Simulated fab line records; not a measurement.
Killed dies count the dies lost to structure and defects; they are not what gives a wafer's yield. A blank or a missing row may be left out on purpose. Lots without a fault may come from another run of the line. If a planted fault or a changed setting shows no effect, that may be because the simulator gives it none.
Tool commonality check | flow rit cmos | Sampled: 13 lots, 39 wafers

## WHY THIS WAS OPENED
RIT_PLDD_TW_MEAS_10, reading PLDD_TW: flagged on 1 of 13 lots. Wafers without a fault read 2358, standard deviation 28.
Rule: flag the lot when none of its wafers has a number, or when each of its wafers that has one lies beyond 4 standard deviations from that mean. As for the other lots, they are considered sound.

lot  | measured    | on            | PLDD_TW, wafer by wafer | flag
L986 | day 3 06:01 | film metro-03 | 2360 2341 2329          |
L987 | day 3 10:22 | film metro-01 | 2386 2393 2383          |
L988 | day 3 13:59 | film metro-03 | 2330 2338 2343          |
L989 | day 3 20:50 | film metro-01 | 2380 2388 2392          |
L990 | day 4 01:12 | film metro-03 | 2343 2326 2329          |
L992 | day 4 08:07 | film metro-03 | 2326 2330 2321          |
L994 | day 4 20:52 | film metro-03 | 2322 2312 2326          |
L995 | day 4 23:21 | film metro-03 | 2344 2333 2340          |
L999 | day 5 20:24 | film metro-01 | 30 30 30                | FLAGGED
L105 | day 7 01:07 | film metro-01 | 2386 2392 2391          |
L106 | day 7 07:23 | film metro-01 | 2387 2392 2397          |
L107 | day 7 14:58 | film metro-03 | 2319 2323 2320          |
L108 | day 7 19:08 | film metro-02 | 2382 2376 2371          |
The mean of the flagged lots' numbers is 30, -2328 from the usual (-83 standard deviations).

## WHICH TOOL RAN EACH LOT
The record holds 1 process step before the reading, out of a route of 202 steps. Read each cell as the tool, then ch plus the chambers that the sampled wafers visited, then the start.
lot  | flag    | RIT_NLDD_STRIP_09
L986 |         | plasma asher-03 ch 0,1, day 3 04:17
L987 |         | plasma asher-04 ch 0,1, day 3 08:32
L988 |         | plasma asher-04 ch 1, day 3 12:16
L989 |         | plasma asher-04 ch 0,1, day 3 19:01
L990 |         | plasma asher-04 ch 0,1, day 3 23:29
L992 |         | plasma asher-02 ch 1, day 4 06:31
L994 |         | plasma asher-02 ch 0,1, day 4 19:17
L995 |         | plasma asher-02 ch 0,1, day 4 21:38
L999 | FLAGGED | plasma asher-04 ch 0,1, day 5 18:43
L105 |         | plasma asher-03 ch 0,1, day 6 23:24
L106 |         | plasma asher-02 ch 0,1, day 7 05:47
L107 |         | plasma asher-03 ch 0,1, day 7 13:22
L108 |         | plasma asher-02 ch 0,1, day 7 17:32
What these steps do:
- RIT_NLDD_STRIP_09: strips in O2, time 180 s.
- RIT_PLDD_TW_MEAS_10

## FLAGGED AGAINST TOTAL, ONE TOOL AT A TIME (gauges that did the reading follow at the end)
step                | tool            | lots run | flagged | share of the flagged lots | sound lots run after its first flagged lot
RIT_NLDD_STRIP_09   | plasma asher-02 | 5        | 0       | none                      | -
RIT_NLDD_STRIP_09   | plasma asher-03 | 3        | 0       | none                      | -
RIT_NLDD_STRIP_09   | plasma asher-04 | 5        | 1       | all                       | 0
RIT_PLDD_TW_MEAS_10 | film metro-01   | 5        | 1       | all                       | 2 (L105,L106)
RIT_PLDD_TW_MEAS_10 | film metro-02   | 1        | 0       | none                      | -
RIT_PLDD_TW_MEAS_10 | film metro-03   | 7        | 0       | none                      | -

## THE TABLE: WHAT IT ALLOWS
Table rows that saw every flagged lot: 2, namely plasma asher-04 at RIT_NLDD_STRIP_09 and film metro-01 at RIT_PLDD_TW_MEAS_10.
- plasma asher-04 at RIT_NLDD_STRIP_09 ran 5 lots, 1 of them flagged. It ran its last sound lot, L990, at day 3 23:29 and its first flagged lot, L999, at day 5 18:43: a fault with its onset between the two fits. Its own readings (run length s) fall more than 4 standard deviations out on all wafers of the flagged lots.
- film metro-01 at RIT_PLDD_TW_MEAS_10 ran 5 lots, 1 of them flagged. Sound lots followed the first flagged one (L105, L106) on it, something a lasting fault affecting the whole tool could not allow.
Left over: one tool, plasma asher-04 at RIT_NLDD_STRIP_09.

## WHAT THE SIMULATOR HAD INSERTED
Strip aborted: plasma asher-04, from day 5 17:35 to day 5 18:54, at RIT_NLDD_STRIP_09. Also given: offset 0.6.
Struck lots among those shown: L999. The rule given above showed the same thing.
